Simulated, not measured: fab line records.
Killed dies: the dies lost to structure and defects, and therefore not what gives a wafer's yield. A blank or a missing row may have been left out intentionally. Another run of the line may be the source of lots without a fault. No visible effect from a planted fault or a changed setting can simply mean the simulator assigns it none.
Which tool is to blame? -- flow berkeley-cmos170 -- 13 lots with 39 wafers sampled at 4 steps, on a route of 331 steps

WHAT THE GAUGES SHOWED, per wafer
UCB170_NWELL_OVL_MEAS_12. Usual: NWELL_OVL typically reads -5 nm, with standard deviation 5.6.
lot,measured,on,NWELL_OVL (nm),flag
L243,day 2 17:20,overlay-01,-7 -10 -5,
L244,day 3 01:53,overlay-01,-2 -4 -2,
L252,day 4 14:55,overlay-02,-10 -16 -10,
L254,day 4 21:42,overlay-01,-13 -11 -2,
L257,day 5 07:19,overlay-01,-4 -7 -11,
L256,day 5 07:02,overlay-02,-8 -7 -12,
L258,day 5 16:27,overlay-01,-2 1 -9,
L259,day 5 16:16,overlay-01,0 -2 -15,
L260,day 6 01:55,overlay-02,-3 7 6,
L261,day 6 09:07,overlay-02,-6 -9 -5,
L262,day 6 16:54,overlay-02,3 -3 6,
L264,day 6 23:00,overlay-01,4 -10 -3,
L265,day 7 09:22,overlay-01,-5 -6 2,

UCB170_SCREENOX_THK_MEAS_02. Usual: SCREENOX_OXIDE_THK typically reads 14.4 nm, with standard deviation 0.3.
lot,measured,on,SCREENOX_OXIDE_THK (nm),flag
L243,day 6 17:30,film-metro-03,15.1 14.9 15.1,
L244,day 6 17:29,film-metro-01,14.7 14.9 15.0,
L252,day 8 23:12,film-metro-01,16.9 16.7 16.7,OFF
L254,day 9 14:42,film-metro-01,16.5 16.5 16.5,OFF
L257,day 9 14:38,film-metro-04,14.5 14.6 14.6,
L256,day 9 14:39,film-metro-01,16.4 16.6 16.9,OFF
L258,day 9 23:44,film-metro-04,14.0 14.0 14.1,
L259,day 9 23:44,film-metro-03,14.0 13.9 14.2,
L260,day 10 08:34,film-metro-04,14.5 14.3 14.6,
L261,day 10 17:11,film-metro-03,14.2 14.3 14.3,
L262,day 10 17:09,film-metro-04,14.6 14.5 14.4,
L264,day 10 17:13,film-metro-04,14.8 14.2 14.8,
L265,day 11 12:36,film-metro-04,14.5 14.2 14.3,

UCB170_GATE_THK_MEAS_02. Usual: GATE_OXIDE_THK typically reads 6.61 nm, with standard deviation 0.12.
lot,measured,on,GATE_OXIDE_THK (nm),flag
L243,day 7 14:08,film-metro-01,6.65 6.49 6.59,
L244,day 7 14:09,film-metro-02,6.70 6.56 6.48,
L252,day 9 16:22,film-metro-02,6.65 6.54 6.48,
L254,day 10 06:55,film-metro-02,6.52 6.51 6.57,
L257,day 10 06:58,film-metro-04,6.69 6.60 6.65,
L256,day 10 06:55,film-metro-01,6.49 6.51 6.63,
L258,day 10 16:47,film-metro-02,6.80 6.85 6.89,
L259,day 10 16:47,film-metro-01,6.64 6.72 6.49,
L260,day 11 01:41,film-metro-04,6.72 6.58 6.73,
L261,day 11 11:00,film-metro-02,6.94 6.66 6.82,
L262,day 11 10:56,film-metro-02,6.61 6.38 6.66,
L264,day 11 10:57,film-metro-01,6.59 6.75 6.62,
L265,day 12 06:22,film-metro-02,6.50 6.71 6.49,

EACH LOT AND THE TOOL THAT RAN IT (in order: tool; ch and the chambers of the sampled wafers; start)
lot,UCB170_ZERO_STRIP_07
L243,"plasma-asher-03 ch 0,1, day 2 01:08"
L244,"plasma-asher-02 ch 0, day 2 08:04"
L252,"plasma-asher-04 ch 0,1, day 3 20:50"
L254,"plasma-asher-03 ch 1, day 4 05:43"
L257,"plasma-asher-03 ch 0,1, day 4 16:29"
L256,"plasma-asher-04 ch 0,1, day 4 17:04"
L258,"plasma-asher-02 ch 0,1, day 5 00:29"
L259,"plasma-asher-03 ch 0,1, day 5 02:56"
L260,"plasma-asher-03 ch 0,1, day 5 09:25"
L261,"plasma-asher-02 ch 0, day 5 16:44"
L262,"plasma-asher-02 ch 0,1, day 6 00:11"
L264,"plasma-asher-04 ch 0,1, day 6 07:02"
L265,"plasma-asher-03 ch 0,1, day 6 15:38"
- UCB170_ZERO_STRIP_07: strips in O2.

WHAT THE TOOLS THEMSELVES READ (means of the sampled wafers that have a number; where no wafer has one, the mark that the record gives instead)
UCB170_ZERO_STRIP_07. Usual: chamber-pressure-mTorr 3500 mTorr, standard deviation 3.1; drypump-motor-current-A 5.7 A, standard deviation 0.46; oes-product-au 0.728 a.u., standard deviation 0.0047; strip-time-to-endpoint-s 21.46 s, standard deviation 0.064.
lot,tool,chamber-pressure-mTorr (mTorr),drypump-motor-current-A (A),oes-product-au (a.u.),strip-time-to-endpoint-s (s),flag
L243,plasma-asher-03,3497,5.4,0.730,21.42,
L244,plasma-asher-02,3499,6.5,0.731,21.46,
L252,plasma-asher-04,3499,5.8,0.726,21.50,
L254,plasma-asher-03,3504,5.6,0.726,21.44,
L257,plasma-asher-03,3501,5.4,0.728,21.49,
L256,plasma-asher-04,3497,5.9,0.730,21.45,
L258,plasma-asher-02,3502,5.6,0.724,21.41,
L259,plasma-asher-03,3501,5.4,0.731,21.53,
L260,plasma-asher-03,3500,5.4,0.731,21.46,
L261,plasma-asher-02,3501,6.4,0.727,21.42,
L262,plasma-asher-02,3500,6.0,0.735,21.44,
L264,plasma-asher-04,3501,5.9,0.730,21.53,
L265,plasma-asher-03,3501,5.2,0.728,21.53,

THE ANSWER, worked out from the rows above alone
Rule: lot off if the mean of its wafers having a number is beyond 3 standard deviations from the usual mean. Also off: a lot with no number at a reading for which 4 or more lots have one. The other lots that the step has rows for count as sound. First the gauges in route order, then the tools' own readings, where a lot's mean is used as printed above. At the first step where some lot is off, the reading lying furthest off is the one used; lots without a number count as furthest.
Off: L252, L254, L256, at UCB170_SCREENOX_THK_MEAS_02 (SCREENOX_OXIDE_THK).
A tool fits if, at a process step before that reading, it ran every lot that is off, and no sound lot after the first of them. Those tools and the gauges at UCB170_SCREENOX_THK_MEAS_02 are tried in the same way. One candidate fits, namely film-metro-01 at UCB170_SCREENOX_THK_MEAS_02. Its last sound lot is L244 (day 6 17:29), its first lot that is off L252 (day 8 23:12): a fault that began between those two fits.

WHAT THE SIMULATOR HAD PUT IN
Metrology matching offset: film-metro-01, from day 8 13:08 on, at UCB170_SCREENOX_THK_MEAS_02. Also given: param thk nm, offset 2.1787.
Shown lots that were struck: L252, L254, L256. The same result came from the rule above.
